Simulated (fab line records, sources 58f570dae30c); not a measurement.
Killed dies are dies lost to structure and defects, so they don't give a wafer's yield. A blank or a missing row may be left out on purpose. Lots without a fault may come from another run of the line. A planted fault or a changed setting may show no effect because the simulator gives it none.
Chamber matching | flow berkeley_cmos170 | UCB170_V2_ETCH_14 on rie_diel-03: 4 sister chambers
The step etches SiO2 in CHF3/CF4/Ar, stops on Al, target depth 1250 nm, time 291 s. 8 wafers are shown with their chamber, then 7 later ones without.

WAFERS WITH THEIR CHAMBER
wafer  | chamber | throttle_valve_pct (%) | oes_product_au (a.u.)
L177.4 | 0       | 6.69                   | 0.882
L179.5 | 0       | 6.69                   | 0.878
L181.2 | 1       | 6.99                   | 0.856
L187.3 | 3       | 6.99                   | 0.879
L187.4 | 2       | 6.90                   | 0.876
L187.5 | 3       | 6.97                   | 0.882
L188.1 | 1       | 7.00                   | 0.850
L188.2 | 2       | 6.91                   | 0.874

WAFERS WITHOUT THEIR CHAMBER
wafer  | throttle_valve_pct (%) | oes_product_au (a.u.)
L188.3 | 6.68                   | 0.875
L193.1 | 6.99                   | 0.861
L193.2 | 7.00                   | 0.881
L193.3 | 6.68                   | 0.875
L196.2 | 6.69                   | 0.876
L196.3 | 7.00                   | 0.854
L196.4 | 6.88                   | 0.870

WHICH CHAMBER EACH WENT THROUGH
wafer  | from the rows above | in truth
L188.3 | 0                   | 0
L193.1 | 1                   | 1
L193.2 | 3                   | 3
L193.3 | 0                   | 0
L196.2 | 0                   | 0
L196.3 | 1                   | 1
L196.4 | 2                   | 2
Placed correctly: 7 of 7. Can't be placed from these rows: 0. Placed wrongly: 0.
How it was worked out, from the rows above alone: a wafer's distance from a chamber is the root of the sum, over the readings, of the square of ((its reading less the chamber's mean) divided by the reading's scatter). The wafer belongs to the nearest chamber; if the next one is less than 2 further off, it can't be placed. A chamber's mean is the mean of its shown wafers. The scatter: the root of (the sum of the squares of (reading less its chamber's mean) over the shown wafers, divided by (wafers less chambers)).
